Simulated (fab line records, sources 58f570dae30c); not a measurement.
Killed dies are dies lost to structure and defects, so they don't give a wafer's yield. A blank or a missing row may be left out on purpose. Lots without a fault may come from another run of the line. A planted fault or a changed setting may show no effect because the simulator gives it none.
Which tool did it? | flow berkeley_cmos170 | 14 lots, 42 wafers sampled, at 4 steps of a route of 331

WHAT THE GAUGES READ, wafer by wafer
UCB170_CONTACT_CD_MEAS_90: target cd 700 nm.
lot  | measured     | on        | cd_nm (nm)
L920 | day 7 00:00  | cd_sem-01 | 698.9 699.2 699.8
L921 | day 7 01:56  | cd_sem-02 | 699.9 701.1 698.6
L922 | day 7 13:32  | cd_sem-02 | 703.0 701.1 701.6
L923 | day 7 13:16  | cd_sem-02 | 700.7 699.7 703.0
L924 | day 7 22:37  | cd_sem-02 | 699.1 699.1 699.8
L928 | day 8 20:27  | cd_sem-01 | 700.2 700.2 701.3
L931 | day 9 07:41  | cd_sem-02 | 705.5 702.6 704.9
L932 | day 10 01:36 | cd_sem-01 | 698.9 699.8 698.8
L936 | day 10 01:19 | cd_sem-01 | 701.2 699.0 701.2
L935 | day 10 01:47 | cd_sem-02 | 703.4 701.2 703.1
L934 | day 10 01:53 | cd_sem-02 | 700.8 698.7 698.9
L938 | day 10 12:35 | cd_sem-01 | 699.3 702.7 702.5
L940 | day 11 11:54 | cd_sem-02 | 699.1 701.2 701.5
L942 | day 11 11:38 | cd_sem-02 | 699.5 700.3 701.2

WHICH TOOL RAN EACH LOT (tool, then ch and the chambers of the sampled wafers, then the start)
lot  | UCB170_PLDD_COAT_01               | UCB170_PLDD_STRIP_10                | UCB170_CONTACT_RTA_08
L920 | litho_track-02 ch 0, day 6 06:27  | plasma_asher-01 ch 0,1, day 6 07:44 | rtp_anneal-01 ch 0, day 6 22:22
L921 | litho_track-01 ch 0, day 6 07:07  | plasma_asher-02 ch 0,1, day 6 08:23 | rtp_anneal-01 ch 0, day 7 00:28
L922 | litho_track-02 ch 0, day 6 20:37  | plasma_asher-04 ch 0,1, day 6 21:46 | rtp_anneal-02 ch 0, day 7 11:20
L923 | litho_track-01 ch 0, day 6 20:55  | plasma_asher-02 ch 0,1, day 6 22:10 | rtp_anneal-01 ch 0, day 7 11:20
L924 | litho_track-02 ch 0, day 7 03:12  | plasma_asher-04 ch 0,1, day 7 04:40 | rtp_anneal-01 ch 0, day 7 20:38
L928 | litho_track-02 ch 0, day 7 23:25  | plasma_asher-04 ch 0, day 8 00:32   | rtp_anneal-02 ch 0, day 8 18:57
L931 | litho_track-04 ch 0, day 8 08:47  | plasma_asher-02 ch 0,1, day 8 10:24 | rtp_anneal-01 ch 0, day 9 06:02
L932 | litho_track-02 ch 0, day 9 03:32  | plasma_asher-02 ch 0,1, day 9 05:09 | rtp_anneal-02 ch 0, day 9 23:40
L936 | litho_track-01 ch 0, day 9 03:35  | plasma_asher-01 ch 0,1, day 9 05:31 | rtp_anneal-01 ch 0, day 9 23:40
L935 | litho_track-04 ch 0, day 9 03:37  | plasma_asher-01 ch 0,1, day 9 05:52 | rtp_anneal-01 ch 0, day 9 23:51
L934 | litho_track-02 ch 0, day 9 03:59  | plasma_asher-02 ch 0,1, day 9 06:07 | rtp_anneal-02 ch 0, day 10 00:05
L938 | litho_track-01 ch 0, day 9 16:59  | plasma_asher-01 ch 1, day 9 18:40   | rtp_anneal-02 ch 0, day 10 10:23
L940 | litho_track-04 ch 0, day 10 14:55 | plasma_asher-01 ch 0, day 10 16:14  | rtp_anneal-02 ch 0, day 11 10:23
L942 | litho_track-01 ch 0, day 10 14:55 | plasma_asher-04 ch 0, day 10 16:04  | rtp_anneal-01 ch 0, day 11 10:10
- UCB170_PLDD_COAT_01: resist thk 900 nm.
- UCB170_PLDD_STRIP_10: strips in O2.
- UCB170_CONTACT_RTA_08: time 10 s.

WHAT THE TOOLS THEMSELVES READ (means of the sampled wafers that have a number; where no wafer has one, the mark that the record gives instead)
UCB170_PLDD_COAT_01.
lot  | tool           | chill_plate_temp_C (C) | resist_line_temp_C (C) | spin_speed_rpm (rpm)
L920 | litho_track-02 | 23.14                  | 22.95                  | 1500.6
L921 | litho_track-01 | 23.08                  | 23.12                  | 1500.6
L922 | litho_track-02 | 23.03                  | 23.03                  | 1501.4
L923 | litho_track-01 | 22.92                  | 23.05                  | 1499.3
L924 | litho_track-02 | 23.08                  | 23.02                  | 1500.6
L928 | litho_track-02 | 22.93                  | 22.97                  | 1501.5
L931 | litho_track-04 | 23.02                  | 22.94                  | 1500.3
L932 | litho_track-02 | 23.14                  | 22.98                  | 1590.1
L936 | litho_track-01 | 23.02                  | 22.84                  | 1499.8
L935 | litho_track-04 | 22.93                  | 23.13                  | 1499.8
L934 | litho_track-02 | 23.08                  | 22.91                  | 1589.6
L938 | litho_track-01 | 23.11                  | 23.01                  | 1499.3
L940 | litho_track-04 | 23.00                  | 22.96                  | 1499.2
L942 | litho_track-01 | 23.07                  | 23.06                  | 1500.0

UCB170_PLDD_STRIP_10.
lot  | tool            | chamber_pressure_mTorr (mTorr) | drypump_motor_current_A (A) | oes_product_au (a.u.) | strip_time_to_endpoint_s (s)
L920 | plasma_asher-01 | 3498                           | 5.8                         | 0.734                 | 21.75
L921 | plasma_asher-02 | 3500                           | 5.5                         | 0.735                 | 21.66
L922 | plasma_asher-04 | 3498                           | 5.9                         | 0.733                 | 21.64
L923 | plasma_asher-02 | 3498                           | 5.5                         | 0.730                 | 21.64
L924 | plasma_asher-04 | 3495                           | 5.7                         | 0.731                 | 21.63
L928 | plasma_asher-04 | 3499                           | 5.5                         | 0.733                 | 21.61
L931 | plasma_asher-02 | 3499                           | 5.5                         | 0.739                 | 21.65
L932 | plasma_asher-02 | 3504                           | 5.3                         | 0.730                 | 21.04
L936 | plasma_asher-01 | 3501                           | 5.6                         | 0.734                 | 21.63
L935 | plasma_asher-01 | 3506                           | 5.7                         | 0.737                 | 21.62
L934 | plasma_asher-02 | 3501                           | 5.3                         | 0.737                 | 21.01
L938 | plasma_asher-01 | 3504                           | 6.0                         | 0.735                 | 21.65
L940 | plasma_asher-01 | 3501                           | 5.5                         | 0.735                 | 21.59
L942 | plasma_asher-04 | 3500                           | 5.5                         | 0.737                 | 21.62

UCB170_CONTACT_RTA_08.
lot  | tool          | lamp_power_pct (%) | wafer_temp_C_max
L920 | rtp_anneal-01 | 27.2               | 904.5
L921 | rtp_anneal-01 | 27.2               | 904.7
L922 | rtp_anneal-02 | 26.2               | 902.4
L923 | rtp_anneal-01 | 27.2               | 904.9
L924 | rtp_anneal-01 | 27.3               | 903.9
L928 | rtp_anneal-02 | 26.2               | 902.5
L931 | rtp_anneal-01 | 27.2               | 904.6
L932 | rtp_anneal-02 | 26.2               | 902.5
L936 | rtp_anneal-01 | 27.2               | 904.7
L935 | rtp_anneal-01 | 27.3               | 904.1
L934 | rtp_anneal-02 | 26.2               | 903.5
L938 | rtp_anneal-02 | 26.2               | 902.7
L940 | rtp_anneal-02 | 26.2               | 902.7
L942 | rtp_anneal-01 | 27.2               | 905.4

THE ANSWER, worked out from the rows above alone
Rule: what is usual is taken from the lots themselves. Put in order of their means at a reading, lots are off if they are a third of the lots or fewer, leave a main group of 4 or more, and stand apart from it by a gap of 3 or more times the standard deviation of the main group's means; of several such gaps the widest counts. A main group whose means are all the same, to the digits that the tables above print for the reading, isn't used. A lot without any number at a reading at which 4 lots or more have one is off too. The other lots that the step has rows for count as sound. The gauges are gone through in route order, then the tools' own readings, and for those a lot's mean is taken as printed above. The first step at which some lot is off is used, and at that step the reading that is off furthest; a lot without a number counts as furthest.
Off: L932, L934, at UCB170_PLDD_COAT_01 (spin_speed_rpm). The main group: mean 1500.2 rpm, standard deviation 0.74.
A tool fits if, at that step or a process step before it, it ran every lot that is off, and no sound lot after the first of them. One fits: litho_track-02 at UCB170_PLDD_COAT_01. Its last sound lot is L928 (day 7 23:25), its first lot that is off L932 (day 9 03:32): a fault that began between those two fits.
The tool's own readings at UCB170_PLDD_COAT_01 bear it out: on the lots that are off they differ by more than 5 times the standard deviation of the sound lots' means. spin_speed_rpm reads 1589.8 rpm there against 1500.2 rpm on the sound lots.

WHAT THE SIMULATOR HAD PUT IN
Process parameter drift: litho_track-02, from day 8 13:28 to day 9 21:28, at UCB170_PLDD_COAT_01. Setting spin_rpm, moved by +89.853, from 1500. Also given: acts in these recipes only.
Lots struck among those shown: L932, L934. The rule above found the same.
